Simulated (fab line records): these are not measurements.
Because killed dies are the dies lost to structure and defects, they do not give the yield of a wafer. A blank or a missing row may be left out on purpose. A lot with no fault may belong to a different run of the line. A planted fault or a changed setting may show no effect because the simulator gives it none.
Which tool is to blame? | flow berkeley-cmos170 | 42 wafers from 14 lots sampled at 4 of the route's 331 steps

== WHAT EACH GAUGE READ, for each wafer ==
UCB170_CONTACT_CD_MEAS_90: the cd target is 700 nm. Usual: cd-nm at 699.9 nm, with a standard deviation of 1.7.
lot  | measured     | on        | cd-nm (nm)        | flag
L922 | day 7 16:19  | cd-sem-02 | 702.7 700.6 704.2 |
L923 | day 8 21:59  | cd-sem-02 | 699.6 700.4 700.9 |
L924 | day 9 14:23  | cd-sem-01 | 700.5 699.1 699.2 |
L925 | day 9 14:52  | cd-sem-02 | 698.8 698.2 696.7 |
L928 | day 9 18:18  | cd-sem-01 | 699.7 701.6 699.8 |
L929 | day 9 18:24  | cd-sem-02 | 700.7 699.7 700.7 |
L931 | day 10 02:49 | cd-sem-01 | 700.0 703.2 703.1 |
L936 | day 11 10:07 | cd-sem-01 | 697.6 697.2 699.0 |
L937 | day 11 19:19 | cd-sem-01 | 698.7 700.7 700.0 |
L938 | day 11 19:53 | cd-sem-01 | 701.1 701.0 700.6 |
L940 | day 12 07:37 | cd-sem-01 | 699.2 698.2 700.5 |
L942 | day 12 07:44 | cd-sem-01 | 700.0 701.3 698.1 |
L944 | day 14 11:38 | cd-sem-01 | 699.8 697.6 699.9 |
L945 | day 13 03:22 | cd-sem-01 | 698.1 696.0 698.2 |

== TOOL THAT RAN EACH LOT (tool first, then ch and the chambers of the sampled wafers, then the start) ==
lot  | UCB170_ZERO_ETCH_06               | UCB170_NLDD_IMPLANT_08          | UCB170_CONTACT_RTA_08
L922 | rie-diel-01 ch 1,2,3, day 1 18:41 | implanter-01 ch 0, day 6 22:02  | rtp-anneal-01 ch 0, day 7 14:37
L923 | rie-diel-02 ch 0,2,3, day 2 02:04 | implanter-01 ch 0, day 7 23:13  | rtp-anneal-02 ch 0, day 8 20:31
L924 | rie-diel-01 ch 0,1,2, day 2 09:56 | implanter-04 ch 0, day 8 14:43  | rtp-anneal-02 ch 0, day 9 12:38
L925 | rie-diel-01 ch 2,3, day 2 15:47   | implanter-03 ch 0, day 8 14:17  | rtp-anneal-02 ch 0, day 9 13:24
L928 | rie-diel-02 ch 0,1,2, day 3 04:18 | implanter-01 ch 0, day 8 23:55  | rtp-anneal-02 ch 0, day 9 16:37
L929 | rie-diel-01 ch 0,1, day 3 04:35   | implanter-01 ch 0, day 8 22:55  | rtp-anneal-01 ch 0, day 9 16:48
L931 | rie-diel-01 ch 0,1,3, day 3 20:17 | implanter-04 ch 0, day 9 11:14  | rtp-anneal-01 ch 0, day 10 01:10
L936 | rie-diel-03 ch 0,2,3, day 4 16:16 | implanter-03 ch 0, day 10 11:59 | rtp-anneal-02 ch 0, day 11 07:56
L937 | rie-diel-03 ch 0,2,3, day 5 00:44 | implanter-04 ch 0, day 10 22:05 | rtp-anneal-01 ch 0, day 11 17:44
L938 | rie-diel-01 ch 0,2,3, day 5 07:42 | implanter-03 ch 0, day 10 21:39 | rtp-anneal-02 ch 0, day 11 18:00
L940 | rie-diel-01 ch 0,2,3, day 5 19:23 | implanter-03 ch 0, day 11 13:33 | rtp-anneal-01 ch 0, day 12 05:34
L942 | rie-diel-03 ch 0,1,3, day 6 04:10 | implanter-04 ch 0, day 11 12:47 | rtp-anneal-02 ch 0, day 12 06:15
L944 | rie-diel-01 ch 2, day 6 14:05     | implanter-03 ch 0, day 13 11:43 | rtp-anneal-02 ch 0, day 14 09:52
L945 | rie-diel-02 ch 1,3, day 6 14:20   | implanter-04 ch 0, day 12 05:01 | rtp-anneal-01 ch 0, day 13 02:02
- UCB170_ZERO_ETCH_06: etches SiO2 in CHF3/CF4/Ar, time 12 s.
- UCB170_NLDD_IMPLANT_08
- UCB170_CONTACT_RTA_08: time 10 s.

== WHAT THE TOOLS THEMSELVES READ (means of the sampled wafers that have a number; where no wafer has one, the mark that the record gives instead) ==
UCB170_ZERO_ETCH_06. Usual: drypump-motor-current-A 5.6 A, standard deviation 0.39; oes-product-au 0.620 a.u., standard deviation 0.0099; throttle-valve-pct 9.26 %, standard deviation 0.14.
lot  | tool        | drypump-motor-current-A (A) | oes-product-au (a.u.) | throttle-valve-pct (%) | flag
L922 | rie-diel-01 | 5.3                         | 0.616                 | 9.32                   |
L923 | rie-diel-02 | 5.6                         | 0.618                 | 9.11                   |
L924 | rie-diel-01 | 5.7                         | 0.622                 | 9.30                   |
L925 | rie-diel-01 | 5.3                         | 0.616                 | 9.30                   |
L928 | rie-diel-02 | 5.3                         | 0.626                 | 9.09                   |
L929 | rie-diel-01 | 5.5                         | 0.615                 | 9.26                   |
L931 | rie-diel-01 | 5.4                         | 0.614                 | 9.25                   |
L936 | rie-diel-03 | 5.9                         | 0.617                 | 9.31                   |
L937 | rie-diel-03 | 5.8                         | 0.615                 | 9.30                   |
L938 | rie-diel-01 | 5.7                         | 0.618                 | 9.30                   |
L940 | rie-diel-01 | 5.6                         | 0.618                 | 9.29                   |
L942 | rie-diel-03 | 5.7                         | 0.615                 | 9.31                   |
L944 | rie-diel-01 | 5.8                         | 0.628                 | 9.43                   |
L945 | rie-diel-02 | 5.6                         | 0.627                 | 9.08                   |

UCB170_NLDD_IMPLANT_08. Usual: beam-energy-keV 30.002, standard deviation 0.01; tilt-deg 7.002 degrees, standard deviation 0.02.
lot  | tool         | beam-energy-keV | tilt-deg (degrees) | flag
L922 | implanter-01 | 29.996          | 6.980              |
L923 | implanter-01 | 30.007          | 6.981              |
L924 | implanter-04 | 30.002          | 7.010              |
L925 | implanter-03 | 29.991          | 6.983              |
L928 | implanter-01 | 28.867          | 7.019              | OFF
L929 | implanter-01 | 28.873          | 7.014              | OFF
L931 | implanter-04 | 30.009          | 7.004              |
L936 | implanter-03 | 30.015          | 7.032              |
L937 | implanter-04 | 29.990          | 7.005              |
L938 | implanter-03 | 30.006          | 7.011              |
L940 | implanter-03 | 29.990          | 6.996              |
L942 | implanter-04 | 30.004          | 7.022              |
L944 | implanter-03 | 30.005          | 7.025              |
L945 | implanter-04 | 30.021          | 7.012              |

UCB170_CONTACT_RTA_08. Usual: lamp-power-pct 25.4 %, standard deviation 1.3; wafer_temp_C_max 903.1, standard deviation 0.77.
lot  | tool          | lamp-power-pct (%) | wafer_temp_C_max | flag
L922 | rtp-anneal-01 | 23.7               | 904.2            |
L923 | rtp-anneal-02 | 26.4               | 902.4            |
L924 | rtp-anneal-02 | 26.4               | 902.8            |
L925 | rtp-anneal-02 | 26.4               | 902.9            |
L928 | rtp-anneal-02 | 26.4               | 902.9            |
L929 | rtp-anneal-01 | 23.7               | 902.8            |
L931 | rtp-anneal-01 | 23.7               | 904.0            |
L936 | rtp-anneal-02 | 26.4               | 903.2            |
L937 | rtp-anneal-01 | 23.7               | 903.3            |
L938 | rtp-anneal-02 | 26.4               | 903.3            |
L940 | rtp-anneal-01 | 23.7               | 903.5            |
L942 | rtp-anneal-02 | 26.4               | 902.4            |
L944 | rtp-anneal-02 | 26.4               | 902.6            |
L945 | rtp-anneal-01 | 23.7               | 903.8            |

== THE ANSWER, worked out from the rows above alone ==
Rule: a lot is off if the mean of its wafers that have a number lies more than 3 standard deviations from the usual mean. Also off: a lot with no number at a reading for which 4 or more lots have one. Any other lot the step has rows for is counted as sound. Order of review: gauges by route order, followed by the tools' own readings, for which a lot's mean as printed above is used. At the first step where some lot is off, the reading lying furthest off is the one used; lots without a number count as furthest.
Off: L928, L929 (UCB170_NLDD_IMPLANT_08, beam-energy-keV).
A tool fits if, at that step or a process step before it, it ran every lot that is off, and no sound lot after the first of them. One candidate fits, namely implanter-01 at UCB170_NLDD_IMPLANT_08. A fault onset in the window from L923 (day 7 23:13, its last sound lot) to L929 (day 8 22:55, its first lot off) fits.
The tool's own readings at UCB170_NLDD_IMPLANT_08 bear it out: on the lots that are off they differ by more than 5 times the standard deviation of the sound lots' means. beam-energy-keV reads 28.870 there against 30.003 on the sound lots.

== WHAT HAD BEEN PUT IN BY THE SIMULATOR ==
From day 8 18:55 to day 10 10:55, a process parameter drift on implanter-01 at UCB170_NLDD_IMPLANT_08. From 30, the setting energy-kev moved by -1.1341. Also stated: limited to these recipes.
Shown lots that were struck: L928, L929. The same result came from the rule above.
